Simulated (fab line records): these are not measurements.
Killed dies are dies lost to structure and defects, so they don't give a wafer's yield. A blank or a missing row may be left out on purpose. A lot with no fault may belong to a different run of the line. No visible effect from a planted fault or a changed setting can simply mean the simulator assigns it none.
fab line records + flow rit_cmos
record
- lots=7
- wafers=21
- last_day=7
route steps=202 shown PWELL@46 WELLDRIVE@50 NWELL@51 NRETRO@53
lots that met no fault: from a run of the same line without faults
start_h: hours from the record's first day to the start of the lot's first wafer shown + wait_h: hours elapsed since this lot's preceding step + " unchanged from the row above + L1.1+2: one row covering several wafers at once + - either no value or no given start + * or withheld: withheld + < > ~ a bound
route shown NAME@n: a module of which the file shows steps, and the number in the route of the first + usual: average and standard deviation across the fault-free wafers + same: alike in all rows + chamber/n: place in a boat + sites: the reading at each site + _std_site: the values' standard deviation + _edge_site: outer sites' mean less inner sites' + radius_mm: for every site, how far away it sits from the centre of the wafer + mask NAME#n: copy n + behind: tool/chamber where the wafer was last shaped + hold: what put the lot on hold/how long, in hours/how the hold closed + device: whichever transistor did not switch (one of n, p or np) + end of line: at the end of the route, the tests of the same wafers + a step without rows: its recipe alone + killed: not the wafer's yield, but the dies lost to structure and defects at the first sort + map: a wafer's dies, marking killed ones x, the rest . and places with no die _
set.NAME: setting as actually run; set.NAME@STEP: the setting as run at that earlier step + model.NAME: the simulator's own value behind a step, which no gauge read
lots at selected steps of the route; one table per step, one row per wafer
services: from which hour (start_h, from the record's first day; less than 0 if before it) a tool's chamber was out of use, for how many hours, and why
## steps
# step RIT_PWELL_HARDBAKE_07
# recipe
- resist=NOVOLAK
- temp_c=140
- time_s=120
# step RIT_PWELL_IMPLANT_08
# recipe
- species=B
- energy_kev=170
- dose_cm2=7e+13
- tilt_deg=7
# step RIT_PWELL_STRIP_09
# recipe
- chemistry=O2
- time_s=180
- resist=NOVOLAK
- platen_temp_c=withheld
- power_w=500
- pressure_mtorr=4000
- o2_flow_sccm=4000
# usual
- drypump_motor_current_A=5.7/0.53
| lot.wafer | tool            | chamber | start_h | wait_h | drypump_motor_current_A | rf_hours_counter_h |
|-----------|-----------------|---------|---------|--------|-------------------------|--------------------|
| L387.1    | plasma_asher-04 | 1       | 37.74   | 0.1    | 4.7                     | 41                 |
| L387.3    | "               | 0       | "       | "      | 6.2                     | -                  |
| L387.4    | "               | 1       | "       | "      | 4.7                     | -                  |
| L390.1    | plasma_asher-02 | 1       | 53.80   | 0.1    | 5.5                     | 22                 |
| L390.3    | "               | 0       | "       | "      | 5.9                     | -                  |
| L390.5    | "               | 0       | "       | "      | 5.9                     | -                  |
| L393.3    | plasma_asher-04 | 1       | 68.44   | 0.1    | 4.7                     | -                  |
| L393.4    | "               | 0       | "       | "      | 6.2                     | -                  |
| L393.6    | "               | 0       | "       | "      | 6.2                     | -                  |
| L401.1    | plasma_asher-04 | 0       | 107.24  | 0.1    | 6.2                     | 48                 |
| L401.2    | "               | 1       | "       | "      | 4.7                     | 48                 |
| L401.5    | "               | 0       | "       | "      | 6.2                     | -                  |
| L405.1    | plasma_asher-02 | 1       | 127.31  | 0.1    | 5.5                     | 30                 |
| L405.3    | "               | 1       | "       | "      | 5.5                     | -                  |
| L405.6    | "               | 1       | "       | "      | 5.5                     | -                  |
| L406.1    | plasma_asher-04 | 0       | 133.17  | 0.1    | 6.2                     | 51                 |
| L406.2    | "               | 1       | "       | "      | 4.8                     | 51                 |
| L406.6    | "               | 1       | "       | "      | 4.7                     | -                  |
| L407.1    | plasma_asher-02 | 0       | 137.24  | 0.1    | 5.8                     | 31                 |
| L407.3    | "               | 1       | "       | "      | 5.5                     | -                  |
| L407.4    | "               | 0       | "       | "      | 5.9                     | -                  |
# step RIT_PWELL_TW_MEAS_10
# usual
- PWELL_TW=941/6.7
| lot.wafer | tool          | chamber | start_h | wait_h | PWELL_TW |
|-----------|---------------|---------|---------|--------|----------|
| L387.1    | film_metro-04 | -       | 37.92   | 0.1    | 946      |
| L387.3    | "             | -       | "       | "      | 953      |
| L387.4    | "             | -       | "       | "      | 943      |
| L390.1    | film_metro-02 | -       | 53.98   | 0.1    | 934      |
| L390.3    | "             | -       | "       | "      | 933      |
| L390.5    | "             | -       | "       | "      | 930      |
| L393.3    | film_metro-04 | -       | 68.58   | 0.1    | 950      |
| L393.4    | "             | -       | "       | "      | 950      |
| L393.6    | "             | -       | "       | "      | 951      |
| L401.1    | film_metro-02 | -       | 107.42  | 0.1    | 940      |
| L401.2    | "             | -       | "       | "      | 937      |
| L401.5    | "             | -       | "       | "      | 942      |
| L405.1    | film_metro-03 | -       | 127.48  | 0.1    | 935      |
| L405.3    | "             | -       | "       | "      | 932      |
| L405.6    | "             | -       | "       | "      | 935      |
| L406.1    | film_metro-03 | -       | 133.34  | 0.1    | 935      |
| L406.2    | "             | -       | "       | "      | 921      |
| L406.6    | "             | -       | "       | "      | 927      |
| L407.1    | film_metro-04 | -       | 137.41  | 0.1    | 949      |
| L407.3    | "             | -       | "       | "      | 945      |
| L407.4    | "             | -       | "       | "      | 953      |
# step RIT_WELLDRIVE_ANNEAL_00
# recipe
- temp_c=1100
- time_s=14700
- ambient=N2
# step RIT_WELLDRIVE_RS_MEAS_01
# recipe
- thk_meas_gauge=four-point-probe
# usual
- NWELL_RS=275.2/0.68
| lot.wafer | tool          | chamber | start_h | wait_h | NWELL_RS[ohm/sq] |
|-----------|---------------|---------|---------|--------|------------------|
| L387.1    | film_metro-03 | -       | 43.36   | 0.0    | 274.1            |
| L387.3    | "             | -       | "       | "      | 275.8            |
| L387.4    | "             | -       | "       | "      | 275.7            |
| L390.1    | film_metro-02 | -       | 59.12   | 0.0    | 276.0            |
| L390.3    | "             | -       | "       | "      | 275.0            |
| L390.5    | "             | -       | "       | "      | 277.0            |
| L393.3    | film_metro-04 | -       | 73.74   | 0.0    | 275.9            |
| L393.4    | "             | -       | "       | "      | 275.8            |
| L393.6    | "             | -       | "       | "      | 275.5            |
| L401.1    | film_metro-03 | -       | 112.56  | 0.0    | 275.1            |
| L401.2    | "             | -       | "       | "      | 275.0            |
| L401.5    | "             | -       | "       | "      | 275.3            |
| L405.1    | film_metro-02 | -       | 132.63  | 0.0    | 275.3            |
| L405.3    | "             | -       | "       | "      | 275.2            |
| L405.6    | "             | -       | "       | "      | 274.9            |
| L406.1    | film_metro-02 | -       | 138.49  | 0.0    | 275.1            |
| L406.2    | "             | -       | "       | "      | 275.3            |
| L406.6    | "             | -       | "       | "      | 275.2            |
| L407.1    | film_metro-02 | -       | 142.56  | 0.0    | 276.1            |
| L407.3    | "             | -       | "       | "      | 275.6            |
| L407.4    | "             | -       | "       | "      | 275.9            |
# step RIT_WELLDRIVE_RS_MEAS_02
# recipe
- thk_meas_gauge=four-point-probe
# usual
- PWELL_RS=429.9/1.2
| lot.wafer | tool          | chamber | start_h | wait_h | PWELL_RS[ohm/sq] |
|-----------|---------------|---------|---------|--------|------------------|
| L387.1    | film_metro-03 | -       | 43.48   | 0.1    | 430.4            |
| L387.3    | "             | -       | "       | "      | 428.9            |
| L387.4    | "             | -       | "       | "      | 430.4            |
| L390.1    | film_metro-02 | -       | 59.24   | 0.1    | 431.3            |
| L390.3    | "             | -       | "       | "      | 431.2            |
| L390.5    | "             | -       | "       | "      | 430.7            |
| L393.3    | film_metro-04 | -       | 73.86   | 0.1    | 429.9            |
| L393.4    | "             | -       | "       | "      | 428.6            |
| L393.6    | "             | -       | "       | "      | 429.4            |
| L401.1    | film_metro-03 | -       | 112.68  | 0.1    | 429.0            |
| L401.2    | "             | -       | "       | "      | 430.6            |
| L401.5    | "             | -       | "       | "      | 429.6            |
| L405.1    | film_metro-02 | -       | 132.75  | 0.1    | 428.4            |
| L405.3    | "             | -       | "       | "      | 428.5            |
| L405.6    | "             | -       | "       | "      | 427.9            |
| L406.1    | film_metro-02 | -       | 138.61  | 0.1    | 428.6            |
| L406.2    | "             | -       | "       | "      | 428.8            |
| L406.6    | "             | -       | "       | "      | 428.9            |
| L407.1    | film_metro-02 | -       | 142.68  | 0.1    | 428.9            |
| L407.3    | "             | -       | "       | "      | 431.1            |
| L407.4    | "             | -       | "       | "      | 429.3            |
# step RIT_NRETRO_HMDS_00
# recipe
- prime_time_s=60
- prime_temp_c=140
# step RIT_NRETRO_COAT_01
# recipe
- resist=NOVOLAK
- spin_rpm=2000
- resist_thk_nm=1300
# step RIT_NRETRO_SOFTBAKE_02
# recipe
- resist=NOVOLAK
- temp_c=90
- time_s=60
# step RIT_NRETRO_EXPOSE_03
# recipe
- mask_id=M4
- na=0.57
- target_cd_nm=43900
- dose_mj=250
# step RIT_NRETRO_PEB_04
# recipe
- resist=NOVOLAK
- temp_c=withheld
- time_s=withheld
# step RIT_NRETRO_DEVELOP_05
# recipe
- resist=NOVOLAK
- develop_time_s=68
- dev_temp_c=23
# usual
- chill_plate_temp_C=23.01/0.1
- develop_time_s=68/0
| lot.wafer | tool           | chamber | start_h | wait_h | chill_plate_temp_C | develop_time_s |
|-----------|----------------|---------|---------|--------|--------------------|----------------|
| L387.1    | litho_track-01 | 0       | 44      | -      | 23.14              | 68             |
| L387.3    | "              | 0       | "       | "      | 23.04              | 68             |
| L387.4    | "              | 0       | "       | "      | 23.01              | 68             |
| L390.1    | litho_track-03 | 0       | 60      | -      | 23.07              | 68             |
| L390.3    | "              | 0       | "       | "      | 23.07              | 68             |
| L390.5    | "              | 0       | "       | "      | 23.11              | 68             |
| L393.3    | litho_track-01 | 0       | 74      | -      | 23.08              | 68             |
| L393.4    | "              | 0       | "       | "      | 23.00              | 68             |
| L393.6    | "              | 0       | "       | "      | 23.05              | 68             |
| L401.1    | litho_track-02 | 0       | 113     | -      | 23.00              | 68             |
| L401.2    | "              | 0       | "       | "      | 22.92              | 68             |
| L401.5    | "              | 0       | "       | "      | 22.95              | 68             |
| L405.1    | litho_track-02 | -       | 133     | -      | -                  | -              |
| L405.3    | "              | -       | "       | "      | -                  | -              |
| L405.6    | "              | -       | "       | "      | -                  | -              |
| L406.1    | litho_track-03 | -       | 139     | -      | -                  | -              |
| L406.2    | "              | -       | "       | "      | -                  | -              |
| L406.6    | "              | -       | "       | "      | -                  | -              |
| L407.1    | litho_track-03 | -       | 143     | -      | -                  | -              |
| L407.3    | "              | -       | "       | "      | -                  | -              |
| L407.4    | "              | -       | "       | "      | -                  | -              |
# step RIT_NRETRO_OVL_MEAS_06
# usual
- NRETRO_OVL=-0.7/1.1
| lot.wafer | tool       | chamber | start_h | wait_h | NRETRO_OVL[nm] |
|-----------|------------|---------|---------|--------|----------------|
| L387.1    | overlay-02 | -       | 44.48   | -      | -1.8           |
| L387.3    | "          | -       | "       | "      | -2.1           |
| L387.4    | "          | -       | "       | "      | -1.8           |
| L390.1    | overlay-01 | -       | 60.37   | -      | -1.5           |
| L390.3    | "          | -       | "       | "      | -3.2           |
| L390.5    | "          | -       | "       | "      | -0.7           |
| L393.3    | overlay-02 | -       | 74.85   | -      | 0.4            |
| L393.4    | "          | -       | "       | "      | -0.2           |
| L393.6    | "          | -       | "       | "      | -0.3           |
| L401.1    | overlay-01 | -       | 113.73  | -      | 0.2            |
| L401.2    | "          | -       | "       | "      | 0.5            |
| L401.5    | "          | -       | "       | "      | -1.4           |
| L405.1    | overlay-01 | -       | 133.87  | -      | -              |
| L405.3    | "          | -       | "       | "      | -              |
| L405.6    | "          | -       | "       | "      | -              |
| L406.1    | overlay-02 | -       | 139.73  | -      | -              |
| L406.2    | "          | -       | "       | "      | -              |
| L406.6    | "          | -       | "       | "      | -              |
| L407.1    | overlay-01 | -       | 143.77  | -      | -              |
| L407.3    | "          | -       | "       | "      | -              |
| L407.4    | "          | -       | "       | "      | -              |
## services
| tool            | chamber | start_h | hours | kind   |
|-----------------|---------|---------|-------|--------|
| plasma_asher-02 | -       | 105.11  | 0.7   | repair |
## key
first_sign
- step=RIT_NRETRO_DEVELOP_05
- reading=tool_record
- direction=missing
effect none on later readings
met_at RIT_NRETRO_DEVELOP_05
struck_wafers L405.1,L405.3,L405.6,L406.1,L406.2,L406.6,L407.1,L407.3,L407.4
sort_left_out L405.1,L405.3,L405.6,L406.1,L406.2,L406.6,L407.1,L407.3,L407.4
tester_left_out L405,L406,L407
onset_between 113 133
fault
- kind=skipped_step_whole
- tool=litho_track-02,litho_track-03
- chamber=-
- onset_h=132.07
- steps=RIT_NRETRO_DEVELOP_05
- scope=struck_lots_only
# tester_left_out: of these lots the tester's yield and bins aren't shown, on N5 and GAA mostly nor the transistor test; their killed dies are dies lost to structure and defects alone, not to doping, threshold or leakage, so they don't give the yield
# sort_left_out: the simulated sort isn't trusted on such a fault, so these wafers' sort isn't shown, and their yield isn't known
